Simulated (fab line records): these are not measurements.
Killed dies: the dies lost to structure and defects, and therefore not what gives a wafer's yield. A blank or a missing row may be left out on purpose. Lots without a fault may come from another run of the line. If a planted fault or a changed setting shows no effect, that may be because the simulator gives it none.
fab line records + flow ritCmos
record
- lots=5
- wafers=15
- lastDay=6
route steps=202 shown PRETRO@72 GATE@75 FOX2@80 M1@202
lots that met no fault: from a run of the same line without faults
startH: hours from the record's first day to the start of the lot's first wafer shown + waitH: hours since the lot's step before + " repeats the value in the row above + L1.1+2: a single row standing in for several wafers + - no value present, or no start provided + * or withheld: withheld + < > ~ a bound
route shown NAME@n: names a module that has steps shown in the file, with the first one's number in the route + usual: mean/standard deviation taken from wafers without a fault + same: alike in all rows + chamber/n: place in a boat + sites: the reading at each site + _std_site: the standard deviation of these + _edge_site: the outer-site mean with the inner-site mean subtracted + radiusMm: how far each site lies from the wafer's centre + mask NAME#n: copy n + behind: the most recent tool/chamber to have shaped the wafer + hold: cause of the lot's hold/its duration in hours/its outcome + device: transistor that didn't switch, given as n, p or np + end of line: the same wafers' tests at the end of the route + step lacking rows: just its recipe + killed: count of dies lost to structure and defects at first sort (not the wafer's yield) + map: shows each die of a wafer: x if killed, . if not, _ if none is there
set.NAME: the setting as run; set.NAME@STEP: as run at that earlier step + model.NAME: the simulator's own value behind a step, which no gauge read
lots seen at some steps along the route; tables by step, rows by wafer
services: when a tool's chamber went out of use (startH, in hours from the record's first day, below 0 if earlier), for how many hours, and the reason
## steps
# step RIT_PRETRO_IMPLANT_08
# recipe
- species=B
- energyKev=45
- doseCm2=1.21e+13
- tiltDeg=7
# step RIT_PRETRO_STRIP_09
# recipe
- chemistry=O2
- timeS=180
- resist=NOVOLAK
- platenTempC=withheld
- powerW=500
- pressureMtorr=4000
- o2FlowSccm=4000
# usual
- drypumpMotorCurrentA=5.6/0.46
| lot.wafer | tool           | chamber | startH | waitH | drypumpMotorCurrentA | rfHoursCounterH |
|-----------|----------------|---------|--------|-------|----------------------|-----------------|
| L707.1    | plasmaAsher-01 | 0       | 32.58  | 0.1   | 4.8                  | 38              |
| L707.2    | "              | 1       | "      | "     | 5.8                  | 38              |
| L707.5    | "              | 0       | "      | "     | 4.8                  | -               |
| L708.2    | plasmaAsher-02 | 1       | 37.09  | 0.1   | 6.2                  | 40              |
| L708.3    | "              | 1       | "      | "     | 6.2                  | -               |
| L708.6    | "              | 1       | "      | "     | 6.2                  | -               |
| L709.1    | plasmaAsher-02 | 0       | 40.80  | 0.1   | 5.2                  | 40              |
| L709.2    | "              | 1       | "      | "     | 6.2                  | 40              |
| L709.4    | "              | 0       | "      | "     | 5.2                  | -               |
| L720.1    | plasmaAsher-04 | 1       | 100.55 | 0.1   | 5.4                  | 32              |
| L720.5    | "              | 1       | "      | "     | 5.4                  | -               |
| L720.6    | "              | 0       | "      | "     | 6.1                  | -               |
| L723.1    | plasmaAsher-04 | 0       | 113.01 | 0.1   | 6.0                  | 34              |
| L723.4    | "              | 1       | "      | "     | 5.4                  | -               |
| L723.5    | "              | 1       | "      | "     | 5.4                  | -               |
# step RIT_PRETRO_TW_MEAS_10
# usual
- PRETRO_TW=475/4.2
| lot.wafer | tool         | chamber | startH | waitH | PRETRO_TW |
|-----------|--------------|---------|--------|-------|-----------|
| L707.1    | filmMetro-04 | -       | 32.76  | 0.1   | 475       |
| L707.2    | "            | -       | "      | "     | 476       |
| L707.5    | "            | -       | "      | "     | 473       |
| L708.2    | filmMetro-04 | -       | 37.28  | 0.1   | 475       |
| L708.3    | "            | -       | "      | "     | 475       |
| L708.6    | "            | -       | "      | "     | 476       |
| L709.1    | filmMetro-01 | -       | 40.97  | 0.1   | 479       |
| L709.2    | "            | -       | "      | "     | 480       |
| L709.4    | "            | -       | "      | "     | 481       |
| L720.1    | filmMetro-02 | -       | 100.73 | 0.1   | 472       |
| L720.5    | "            | -       | "      | "     | 468       |
| L720.6    | "            | -       | "      | "     | 468       |
| L723.1    | filmMetro-04 | -       | 113.19 | 0.1   | 473       |
| L723.4    | "            | -       | "      | "     | 476       |
| L723.5    | "            | -       | "      | "     | 476       |
# step RIT_GATE_WET_ETCH_00
# recipe
- chemistry=BOE
- target=SiO2
- targetDepthNm=56
- timeS=60
- dry=n2Spin
- dilution=10:1
- tempC=21.5
# step RIT_GATE_CLEAN_01
# recipe
- chemistry=SC1
- mix=3:3:50
- timeS=600
- tempC=75
# step RIT_GATE_CLEAN_02
# recipe
- chemistry=dHF
- dilution=50:1
- timeS=30
# step RIT_GATE_CLEAN_03
# recipe
- chemistry=SC2
- mix=3:3:50
- timeS=600
- tempC=75
- dry=n2Spin
# step RIT_GATE_CLEAN_04
# recipe
- chemistry=dHF
- dilution=50:1
- timeS=60
- dry=n2Spin
# step RIT_FOX2_THK_MEAS_91
# recipe
- reads=SiO2_of_FOX2_OXIDATION_00
# usual
- FIELD_OXIDE_LEFT_2_THK=257/6.7
| lot.wafer | tool         | chamber | startH | waitH | FIELD_OXIDE_LEFT_2_THK[nm] |
|-----------|--------------|---------|--------|-------|----------------------------|
| L707.1    | filmMetro-03 | -       | 33.23  | 0.0   | 262                        |
| L707.2    | "            | -       | "      | "     | 262                        |
| L707.5    | "            | -       | "      | "     | 261                        |
| L708.2    | filmMetro-02 | -       | 37.75  | 0.0   | 267                        |
| L708.3    | "            | -       | "      | "     | 264                        |
| L708.6    | "            | -       | "      | "     | 260                        |
| L709.1    | filmMetro-04 | -       | 41.47  | 0.0   | 257                        |
| L709.2    | "            | -       | "      | "     | 264                        |
| L709.4    | "            | -       | "      | "     | 263                        |
| L720.1    | filmMetro-04 | -       | 101.20 | 0.0   | 261                        |
| L720.5    | "            | -       | "      | "     | 261                        |
| L720.6    | "            | -       | "      | "     | 262                        |
| L723.1    | filmMetro-03 | -       | 113.67 | 0.0   | 256                        |
| L723.4    | "            | -       | "      | "     | 254                        |
| L723.5    | "            | -       | "      | "     | 261                        |
# step RIT_GATE_OXIDATION_05
# recipe
- tempC=900
- ambient=O2
- targetThkA=30
- oxTimeS=270
# step RIT_GATE_ANNEAL_06
# recipe
- tempC=900
- timeS=600
- ambient=N2O
# step RIT_GATE_THK_MEAS_07
# recipe
- reads=SiO2_of_GATE_OXIDATION_05
# usual
- GATE_OXIDE_THK=3.02/0.069
| lot.wafer | tool         | chamber | startH | waitH | GATE_OXIDE_THK[nm] |
|-----------|--------------|---------|--------|-------|--------------------|
| L707.1    | filmMetro-02 | -       | 34.62  | 0.0   | 2.92               |
| L707.2    | "            | -       | "      | "     | 3.03               |
| L707.5    | "            | -       | "      | "     | 2.99               |
| L708.2    | filmMetro-04 | -       | 39.14  | 0.0   | 3.10               |
| L708.3    | "            | -       | "      | "     | 3.01               |
| L708.6    | "            | -       | "      | "     | 3.07               |
| L709.1    | filmMetro-03 | -       | 43.12  | 0.0   | 2.97               |
| L709.2    | "            | -       | "      | "     | 3.01               |
| L709.4    | "            | -       | "      | "     | 2.98               |
| L720.1    | filmMetro-02 | -       | 103.14 | 0.0   | 3.07               |
| L720.5    | "            | -       | "      | "     | 3.17               |
| L720.6    | "            | -       | "      | "     | 3.10               |
| L723.1    | filmMetro-03 | -       | 115.05 | 0.0   | 3.02               |
| L723.4    | "            | -       | "      | "     | 2.95               |
| L723.5    | "            | -       | "      | "     | 2.99               |
# step RIT_GATE_CVD_08
# recipe
- material=poly-Si
- targetThkNm=250
- tempC=610
- precursor=SiH4
- timeS=2220
- pressureMtorr=300
- sih4FlowSccm=100
# usual
- susceptorTempC=609.97/0.28
| lot.wafer | tool     | chamber | startH | waitH | susceptorTempC | model.poly-Si_of_GATE_CVD_08.thkNm |
|-----------|----------|---------|--------|-------|----------------|------------------------------------|
| L707.1    | lpcvd-01 | 1       | 34.68  | 0.1   | 609.88         | 254.1                              |
| L707.2    | "        | 1       | "      | "     | 610.06         | 251.1                              |
| L707.5    | "        | 1       | "      | "     | 609.83         | 253                                |
| L708.2    | lpcvd-01 | 0       | 39.19  | 0.0   | 609.85         | 250.2                              |
| L708.3    | "        | 0       | "      | "     | 609.97         | 251.4                              |
| L708.6    | "        | 0       | "      | "     | 609.78         | 250.2                              |
| L709.1    | lpcvd-02 | 0       | 43.18  | 0.1   | 610.33         | 241.7                              |
| L709.2    | "        | 0       | "      | "     | 610.15         | 242.3                              |
| L709.4    | "        | 0       | "      | "     | 610.53         | 241.9                              |
| L720.1    | lpcvd-01 | 0       | 103.20 | 0.1   | 610.12         | 108.3                              |
| L720.5    | "        | 0       | "      | "     | 609.71         | 108.6                              |
| L720.6    | "        | 0       | "      | "     | 610.02         | 110                                |
| L723.1    | lpcvd-02 | 0       | 115.11 | 0.1   | 610.18         | 244.1                              |
| L723.4    | "        | 0       | "      | "     | 609.64         | 246.4                              |
| L723.5    | "        | 0       | "      | "     | 610.02         | 245.9                              |
# step RIT_GATE_THK_MEAS_09
# recipe
- reads=poly-Si_of_GATE_CVD_08
# usual
- GATE_POLY_THK=248.8/2.8
| lot.wafer | tool         | chamber | startH | waitH | hold                    | GATE_POLY_THK[nm] |
|-----------|--------------|---------|--------|-------|-------------------------|-------------------|
| L707.1    | filmMetro-04 | -       | 36.29  | 0.0   | -                       | 254.3             |
| L707.2    | "            | -       | "      | "     | -                       | 251.2             |
| L707.5    | "            | -       | "      | "     | -                       | 253.0             |
| L708.2    | filmMetro-04 | -       | 40.82  | 0.0   | -                       | 250.1             |
| L708.3    | "            | -       | "      | "     | -                       | 251.4             |
| L708.6    | "            | -       | "      | "     | -                       | 250.2             |
| L709.1    | filmMetro-03 | -       | 44.80  | 0.0   | -                       | 241.5             |
| L709.2    | "            | -       | "      | "     | -                       | 242.2             |
| L709.4    | "            | -       | "      | "     | -                       | 242.0             |
| L720.1    | filmMetro-02 | -       | 104.82 | 0.0   | awaitDispo/0.2h/release | 108.4             |
| L720.5    | "            | -       | "      | "     | awaitDispo/0.2h/release | 108.6             |
| L720.6    | "            | -       | "      | "     | awaitDispo/0.2h/release | 110.0             |
| L720.1    | filmMetro-02 | -       | 105.12 | 0.3   | -                       | 108.4             |
| L720.5    | "            | -       | "      | "     | -                       | 108.5             |
| L720.6    | "            | -       | "      | "     | -                       | 110.1             |
| L723.1    | filmMetro-04 | -       | 116.73 | 0.0   | -                       | 244.2             |
| L723.4    | "            | -       | "      | "     | -                       | 246.6             |
| L723.5    | "            | -       | "      | "     | -                       | 245.8             |
# step RIT_M1_PROBE_99
# usual
- defectLimitedYield=97.2/1.1
- killedAtContacts=0.1/0.36
- killedAtFrontEnd=7.2/2.9
- killedDies=7.4/2.9
- killedOpen=3.8/2
- killedShort=3.5/2
- sort_bin_3_pad_short=0.1/0.2
- sort_bin_5_function=1.7/0.83
- sort_bin_6_memory=1.0/0.61
- sortNPass=256.6/2.9
- sortYieldPct=97.2/1.1
# same
- grossDies=264
- killed_at_M0_to_M3=0
- killed_at_M4_up=0
- killedAtBackSide=0
- killedAtOther=0
| lot.wafer | tool      | chamber | startH | waitH | defectLimitedYield[%] | killedAtContacts | killedAtFrontEnd | killedDies | killedOpen | killedShort | sort_bin_3_pad_short[%] | sort_bin_5_function[%] | sort_bin_6_memory[%] | sortNPass | sortYieldPct[%] |
|-----------|-----------|---------|--------|-------|-----------------------|------------------|------------------|------------|------------|-------------|-------------------------|------------------------|----------------------|-----------|-----------------|
| L708.2    | prober-01 | -       | 62.41  | 0.1   | 98.1                  | 0                | 5                | 5          | 3          | 2           | 0                       | 1.1                    | 0.8                  | 259.0     | 98.1            |
| L708.3    | prober-01 | -       | 62.46  | 0.2   | 96.2                  | 0                | 10               | 10         | 6          | 4           | 0                       | 1.9                    | 1.9                  | 254.0     | 96.2            |
| L708.6    | prober-01 | -       | 62.61  | 0.2   | 97.0                  | 0                | 8                | 8          | 5          | 3           | 0                       | 1.9                    | 1.1                  | 256.0     | 97.0            |
| L709.1    | prober-02 | -       | 66.33  | 0.1   | 98.1                  | 0                | 5                | 5          | 3          | 2           | 0                       | 1.5                    | 0.4                  | 259.0     | 98.1            |
| L709.2    | prober-02 | -       | 66.38  | 0.1   | 98.1                  | 0                | 5                | 5          | 2          | 3           | 0                       | 1.5                    | 0.4                  | 259.0     | 98.1            |
| L709.4    | prober-02 | -       | 66.48  | 0.2   | 98.1                  | 0                | 5                | 5          | 3          | 2           | 0                       | 1.1                    | 0.8                  | 259.0     | 98.1            |
| L723.1    | prober-01 | -       | 138.51 | 0.1   | 98.5                  | 0                | 4                | 4          | 3          | 1           | 0                       | 0.8                    | 0.8                  | 260.0     | 98.5            |
| L723.4    | prober-01 | -       | 138.66 | 0.2   | 99.6                  | 0                | 1                | 1          | 1          | 0           | 0                       | 0                      | 0.4                  | 263.0     | 99.6            |
| L723.5    | prober-01 | -       | 138.71 | 0.2   | 97.7                  | 0                | 6                | 6          | 4          | 2           | 0                       | 1.9                    | 0.4                  | 258.0     | 97.7            |
# killed by level:class
L708.2 REOX:geometricParticle:open=2 GATE:geometricParticle:short=1 SPACER:geometricParticle:open=1 SPACER:geometricParticle:short=1
L708.3 GATE:geometricParticle:open=2 REOX:geometricParticle:short=2 REOX:geometricParticle:open=2 FOX1:geometricParticle:open=1 FOX2:geometricParticle:short=1 GATE:geometricParticle:short=1 SPACER:geometricParticle:open=1
L708.6 GATE:geometricParticle:open=2 SPACER:geometricParticle:open=2 FOX2:geometricParticle:short=1 REOX:geometricParticle:short=1 SPACER:geometricParticle:short=1 SILICIDE:geometricParticle:open=1
L709.1 GATE:geometricParticle:open=2 FOX1:geometricParticle:short=1 GATE:geometricParticle:short=1 REOX:geometricParticle:open=1
L709.2 REOX:geometricParticle:open=2 FOX1:geometricParticle:short=1 GATE:geometricParticle:short=1 SPACER:geometricParticle:short=1
L709.4 GATE:geometricParticle:open=2 FOX1:geometricParticle:short=1 FOX1:geometricParticle:open=1 GATE:geometricParticle:short=1
L723.1 GATE:geometricParticle:open=1 REOX:geometricParticle:short=1 REOX:geometricParticle:open=1 SILICIDE:geometricParticle:open=1
L723.4 SILICIDE:geometricParticle:open=1
L723.5 FOX2:geometricParticle:open=1 FOX2:geometricParticle:short=1 GATE:geometricParticle:open=1 REOX:geometricParticle:short=1 REOX:geometricParticle:open=1 SPACER:geometricParticle:open=1
## services
| tool           | chamber | startH | hours | kind      |
|----------------|---------|--------|-------|-----------|
| plasmaAsher-04 | -       | 46.32  | 3.4   | repair    |
| plasmaAsher-02 | -       | 107.56 | 3.9   | repair    |
| plasmaAsher-04 | -       | 108.75 | 1.5   | repair    |
| plasmaAsher-02 | -       | 111.42 | 9.0   | pm        |
| plasmaAsher-02 | 0       | 111.42 | 9.0   | ventCycle |
| plasmaAsher-02 | 1       | 111.42 | 9.0   | ventCycle |
## key
firstSign
- step=RIT_GATE_THK_MEAS_09
- reading=visit
- direction=added
effect
- step=RIT_GATE_THK_MEAS_09
- reading=GATE_POLY_THK
- direction=down
- sigmas=49
- usual=248.8
- struck=109.0
modelEffect
- step=RIT_GATE_CVD_08
- value=poly-Si_of_GATE_CVD_08.thkNm
- without=251.6
- struck=109
metAt RIT_GATE_CVD_08
struckWafers L720.1,L720.5,L720.6
scrappedBehind RIT_GATE_THK_MEAS_09 L720.1,L720.5,L720.6
fault
- kind=processParameterDrift
- tool=lpcvd-01
- chamber=0
- onsetH=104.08
- steps=RIT_GATE_CVD_08
- channel=targetThkNm
- offset=-142.65
- shape=step
- endH=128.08
- actsIn=theseRecipesOnly
- stated=250
